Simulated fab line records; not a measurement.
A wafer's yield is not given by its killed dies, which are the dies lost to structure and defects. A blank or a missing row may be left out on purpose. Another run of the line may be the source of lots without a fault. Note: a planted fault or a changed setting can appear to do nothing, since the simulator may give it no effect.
Which of the tools did it? / flow rit cmos / Sampling: 13 lots, 39 wafers, 6 of 202 route steps

WHAT THE GAUGES READ, wafer by wafer
RIT_NLDD_OVL_MEAS_06. Usual: NLDD_OVL 1.1 nm, standard deviation 1.4.
lot=L427; measured=day 3 04:17; on=overlay-02; NLDD_OVL (nm)=2.4 1.7 2.6; flag=
lot=L428; measured=day 3 08:13; on=overlay-01; NLDD_OVL (nm)=-0.2 1.3 1.0; flag=
lot=L429; measured=day 3 12:29; on=overlay-02; NLDD_OVL (nm)=2.9 2.1 3.4; flag=
lot=L431; measured=day 4 01:10; on=overlay-02; NLDD_OVL (nm)=0.5 0.7 1.2; flag=
lot=L432; measured=day 4 04:47; on=overlay-02; NLDD_OVL (nm)=1.2 0.6 0.6; flag=
lot=L433; measured=day 4 09:36; on=overlay-02; NLDD_OVL (nm)=1.4 3.6 1.5; flag=
lot=L434; measured=day 4 16:36; on=overlay-01; NLDD_OVL (nm)=3.9 2.0 3.4; flag=
lot=L435; measured=day 4 16:50; on=overlay-02; NLDD_OVL (nm)=0.4 0.5 1.5; flag=
lot=L436; measured=day 4 22:37; on=overlay-01; NLDD_OVL (nm)=-1.3 -0.5 0.0; flag=
lot=L437; measured=day 4 23:51; on=overlay-01; NLDD_OVL (nm)=-0.5 -0.7 -0.3; flag=
lot=L438; measured=day 5 06:35; on=overlay-01; NLDD_OVL (nm)=-0.1 0.0 -0.6; flag=
lot=L439; measured=day 5 12:50; on=overlay-02; NLDD_OVL (nm)=-0.1 1.0 1.5; flag=
lot=L441; measured=day 5 21:19; on=overlay-01; NLDD_OVL (nm)=-2.2 -1.9 -1.6; flag=

RIT_SPACER_THK_MEAS_04. Usual: SPACER_NITRIDE_THK 249.6 nm, standard deviation 2.6.
lot=L427; measured=day 3 08:34; on=film metro-04; SPACER_NITRIDE_THK (nm)=249.7 250.1 249.0; flag=
lot=L428; measured=day 3 12:37; on=film metro-01; SPACER_NITRIDE_THK (nm)=249.8 250.2 251.1; flag=
lot=L429; measured=day 3 16:56; on=film metro-03; SPACER_NITRIDE_THK (nm)=250.8 249.8 249.0; flag=
lot=L431; measured=day 4 05:34; on=film metro-01; SPACER_NITRIDE_THK (nm)=247.3 246.3 247.5; flag=
lot=L432; measured=day 4 09:55; on=film metro-01; SPACER_NITRIDE_THK (nm)=249.6 251.6 249.9; flag=
lot=L433; measured=day 4 14:18; on=film metro-03; SPACER_NITRIDE_THK (nm)=248.4 248.2 248.0; flag=
lot=L434; measured=day 4 21:02; on=film metro-04; SPACER_NITRIDE_THK (nm)=254.2 251.5 252.6; flag=
lot=L435; measured=day 4 21:27; on=film metro-03; SPACER_NITRIDE_THK (nm)=252.2 252.7 250.8; flag=
lot=L436; measured=day 5 03:19; on=film metro-03; SPACER_NITRIDE_THK (nm)=257.3 255.3 256.3; flag=
lot=L437; measured=day 5 04:28; on=film metro-03; SPACER_NITRIDE_THK (nm)=252.3 251.8 251.6; flag=
lot=L438; measured=day 5 11:04; on=film metro-04; SPACER_NITRIDE_THK (nm)=249.0 250.1 249.0; flag=
lot=L439; measured=day 5 17:16; on=film metro-01; SPACER_NITRIDE_THK (nm)=249.9 250.4 248.7; flag=
lot=L441; measured=day 6 01:40; on=film metro-04; SPACER_NITRIDE_THK (nm)=187.6 185.7 185.4; flag=OFF

RIT_SDANNEAL_RS_MEAS_04: measurement is done with a four-point probe. Usual: PSD_RS 116.0 ohm/sq, standard deviation 0.37.
lot=L427; measured=day 3 12:02; on=film metro-02; PSD_RS (ohm/sq)=115.8 116.2 116.2; flag=
lot=L428; measured=day 3 16:21; on=film metro-02; PSD_RS (ohm/sq)=116.2 116.5 116.2; flag=
lot=L429; measured=day 3 20:41; on=film metro-01; PSD_RS (ohm/sq)=116.0 116.3 115.8; flag=
lot=L431; measured=day 4 09:15; on=film metro-04; PSD_RS (ohm/sq)=115.9 115.9 115.9; flag=
lot=L432; measured=day 4 13:31; on=film metro-02; PSD_RS (ohm/sq)=116.0 115.8 115.7; flag=
lot=L433; measured=day 4 17:54; on=film metro-01; PSD_RS (ohm/sq)=116.2 116.4 116.3; flag=
lot=L434; measured=day 5 01:00; on=film metro-02; PSD_RS (ohm/sq)=116.2 116.5 116.2; flag=
lot=L435; measured=day 5 01:24; on=film metro-04; PSD_RS (ohm/sq)=116.3 116.2 116.1; flag=
lot=L436; measured=day 5 07:11; on=film metro-02; PSD_RS (ohm/sq)=116.4 116.5 116.2; flag=
lot=L437; measured=day 5 08:38; on=film metro-04; PSD_RS (ohm/sq)=115.9 116.1 116.1; flag=
lot=L438; measured=day 5 14:39; on=film metro-01; PSD_RS (ohm/sq)=115.9 115.9 115.7; flag=
lot=L439; measured=day 5 20:53; on=film metro-02; PSD_RS (ohm/sq)=115.6 115.8 115.6; flag=
lot=L441; measured=day 6 05:22; on=film metro-02; PSD_RS (ohm/sq)=115.7 115.7 115.7; flag=

WHAT TOOL EACH LOT RAN ON (gives the tool, then ch and the chambers of the sampled wafers, and finally the start)
lot=L427; RIT_NRETRO_STRIP_09=plasma asher-02 ch 0,1, day 2 06:28; RIT_SPACER_CVD_03=lpcvd-02 ch 0, day 3 06:38; RIT_SPACER_ETCHBACK_05=rie diel-02 ch 1,2,3, day 3 08:37
lot=L428; RIT_NRETRO_STRIP_09=plasma asher-03 ch 0,1, day 2 12:51; RIT_SPACER_CVD_03=lpcvd-01 ch 1, day 3 10:43; RIT_SPACER_ETCHBACK_05=rie diel-03 ch 1,2,3, day 3 12:41
lot=L429; RIT_NRETRO_STRIP_09=plasma asher-01 ch 0,1, day 2 22:14; RIT_SPACER_CVD_03=lpcvd-01 ch 0, day 3 15:02; RIT_SPACER_ETCHBACK_05=rie diel-01 ch 0,1, day 3 17:00
lot=L431; RIT_NRETRO_STRIP_09=plasma asher-02 ch 0,1, day 3 10:20; RIT_SPACER_CVD_03=lpcvd-01 ch 0, day 4 03:39; RIT_SPACER_ETCHBACK_05=rie diel-02 ch 0,1, day 4 05:38
lot=L432; RIT_NRETRO_STRIP_09=plasma asher-02 ch 0,1, day 3 15:14; RIT_SPACER_CVD_03=lpcvd-01 ch 0, day 4 07:59; RIT_SPACER_ETCHBACK_05=rie diel-03 ch 0,3, day 4 09:58
lot=L433; RIT_NRETRO_STRIP_09=plasma asher-01 ch 0,1, day 3 18:13; RIT_SPACER_CVD_03=lpcvd-02 ch 1, day 4 12:23; RIT_SPACER_ETCHBACK_05=rie diel-03 ch 0,2, day 4 14:22
lot=L434; RIT_NRETRO_STRIP_09=plasma asher-02 ch 0,1, day 3 23:22; RIT_SPACER_CVD_03=lpcvd-02 ch 1, day 4 19:07; RIT_SPACER_ETCHBACK_05=rie diel-01 ch 0,2, day 4 21:05
lot=L435; RIT_NRETRO_STRIP_09=plasma asher-03 ch 0,1, day 4 02:37; RIT_SPACER_CVD_03=lpcvd-01 ch 0, day 4 19:31; RIT_SPACER_ETCHBACK_05=rie diel-02 ch 1,2,3, day 4 21:30
lot=L436; RIT_NRETRO_STRIP_09=plasma asher-01 ch 0,1, day 4 07:46; RIT_SPACER_CVD_03=lpcvd-01 ch 0, day 5 01:22; RIT_SPACER_ETCHBACK_05=rie diel-03 ch 0,2,3, day 5 03:20
lot=L437; RIT_NRETRO_STRIP_09=plasma asher-02 ch 0,1, day 4 10:22; RIT_SPACER_CVD_03=lpcvd-02 ch 0, day 5 02:32; RIT_SPACER_ETCHBACK_05=rie diel-03 ch 0,1, day 5 04:31
lot=L438; RIT_NRETRO_STRIP_09=plasma asher-01 ch 0,1, day 4 15:16; RIT_SPACER_CVD_03=lpcvd-02 ch 1, day 5 09:08; RIT_SPACER_ETCHBACK_05=rie diel-01 ch 0,1,3, day 5 11:06
lot=L439; RIT_NRETRO_STRIP_09=plasma asher-03 ch 0,1, day 4 23:25; RIT_SPACER_CVD_03=lpcvd-01 ch 1, day 5 15:21; RIT_SPACER_ETCHBACK_05=rie diel-03 ch 1,3, day 5 17:20
lot=L441; RIT_NRETRO_STRIP_09=plasma asher-01 ch 0,1, day 5 05:34; RIT_SPACER_CVD_03=lpcvd-02 ch 0, day 5 23:44; RIT_SPACER_ETCHBACK_05=rie diel-03 ch 2,3, day 6 01:43
- RIT_NRETRO_STRIP_09: strips in O2, time 180 s.
- RIT_SPACER_CVD_03: deposits Si3N4 from SiH2Cl2/NH3, target thk 250 nm, time 3300 s.
- RIT_SPACER_ETCHBACK_05: etches Si3N4 in SF6/CHF3, stops on SiO2, target depth 250 nm, time 240 s.

WHAT THE TOOLS THEMSELVES READ (means of the sampled wafers that have a number; where no wafer has one, the mark that the record gives instead)
RIT_NRETRO_STRIP_09. Usual: 5.8 A for drypump motor current A, sd 0.64.
lot=L427; tool=plasma asher-02; drypump motor current A (A)=6.0; flag=
lot=L428; tool=plasma asher-03; drypump motor current A (A)=6.1; flag=
lot=L429; tool=plasma asher-01; drypump motor current A (A)=5.8; flag=
lot=L431; tool=plasma asher-02; drypump motor current A (A)=5.4; flag=
lot=L432; tool=plasma asher-02; drypump motor current A (A)=6.0; flag=
lot=L433; tool=plasma asher-01; drypump motor current A (A)=6.0; flag=
lot=L434; tool=plasma asher-02; drypump motor current A (A)=6.0; flag=
lot=L435; tool=plasma asher-03; drypump motor current A (A)=5.9; flag=
lot=L436; tool=plasma asher-01; drypump motor current A (A)=5.8; flag=
lot=L437; tool=plasma asher-02; drypump motor current A (A)=5.5; flag=
lot=L438; tool=plasma asher-01; drypump motor current A (A)=5.9; flag=
lot=L439; tool=plasma asher-03; drypump motor current A (A)=5.9; flag=
lot=L441; tool=plasma asher-01; drypump motor current A (A)=5.9; flag=

RIT_SPACER_ETCHBACK_05. Usual: drypump motor current A 5.7 A, standard deviation 0.61; oes product au 0.840 a.u., standard deviation 0.012; throttle valve pct 10.26 %, standard deviation 0.11.
lot=L427; tool=rie diel-02; drypump motor current A (A)=6.0; oes product au (a.u.)=0.832; throttle valve pct (%)=10.35; flag=
lot=L428; tool=rie diel-03; drypump motor current A (A)=5.3; oes product au (a.u.)=0.841; throttle valve pct (%)=10.25; flag=
lot=L429; tool=rie diel-01; drypump motor current A (A)=6.3; oes product au (a.u.)=0.842; throttle valve pct (%)=10.23; flag=
lot=L431; tool=rie diel-02; drypump motor current A (A)=5.6; oes product au (a.u.)=0.833; throttle valve pct (%)=10.25; flag=
lot=L432; tool=rie diel-03; drypump motor current A (A)=5.5; oes product au (a.u.)=0.849; throttle valve pct (%)=10.30; flag=
lot=L433; tool=rie diel-03; drypump motor current A (A)=5.0; oes product au (a.u.)=0.840; throttle valve pct (%)=10.31; flag=
lot=L434; tool=rie diel-01; drypump motor current A (A)=6.2; oes product au (a.u.)=0.863; throttle valve pct (%)=10.23; flag=
lot=L435; tool=rie diel-02; drypump motor current A (A)=6.0; oes product au (a.u.)=0.836; throttle valve pct (%)=10.34; flag=
lot=L436; tool=rie diel-03; drypump motor current A (A)=5.4; oes product au (a.u.)=0.857; throttle valve pct (%)=10.26; flag=
lot=L437; tool=rie diel-03; drypump motor current A (A)=5.1; oes product au (a.u.)=0.854; throttle valve pct (%)=10.36; flag=
lot=L438; tool=rie diel-01; drypump motor current A (A)=6.2; oes product au (a.u.)=0.842; throttle valve pct (%)=10.19; flag=
lot=L439; tool=rie diel-03; drypump motor current A (A)=5.9; oes product au (a.u.)=0.843; throttle valve pct (%)=10.25; flag=
lot=L441; tool=rie diel-03; drypump motor current A (A)=5.8; oes product au (a.u.)=0.676; throttle valve pct (%)=10.14; flag=OFF

THE ANSWER, worked out from the rows above alone
Rule: take the mean of a lot's wafers that have a number; if it is more than 3 standard deviations from the usual mean, the lot is off. Also off: a lot with no number at a reading for which 4 or more lots have one. The other lots that the step has rows for count as sound. The gauges are gone through in route order, then the tools' own readings, and for those a lot's mean is taken as printed above. At the first step where some lot is off, the reading lying furthest off is the one used; lots without a number count as furthest.
Off: L441, seen at RIT_SPACER_THK_MEAS_04 (SPACER_NITRIDE_THK).
If a tool, at a process step before that reading, ran all the lots that are off and no sound lot after the first of them, it fits. Not tried: the gauges at RIT_SPACER_THK_MEAS_04; whatever is off there is also off at RIT_SPACER_ETCHBACK_05, on other tools, and gauge error can't account for it. This does not decide it: 2 tools fit, namely plasma asher-01 at RIT_NRETRO_STRIP_09 and lpcvd-02 at RIT_SPACER_CVD_03.

WHAT THE SIMULATOR PUT IN
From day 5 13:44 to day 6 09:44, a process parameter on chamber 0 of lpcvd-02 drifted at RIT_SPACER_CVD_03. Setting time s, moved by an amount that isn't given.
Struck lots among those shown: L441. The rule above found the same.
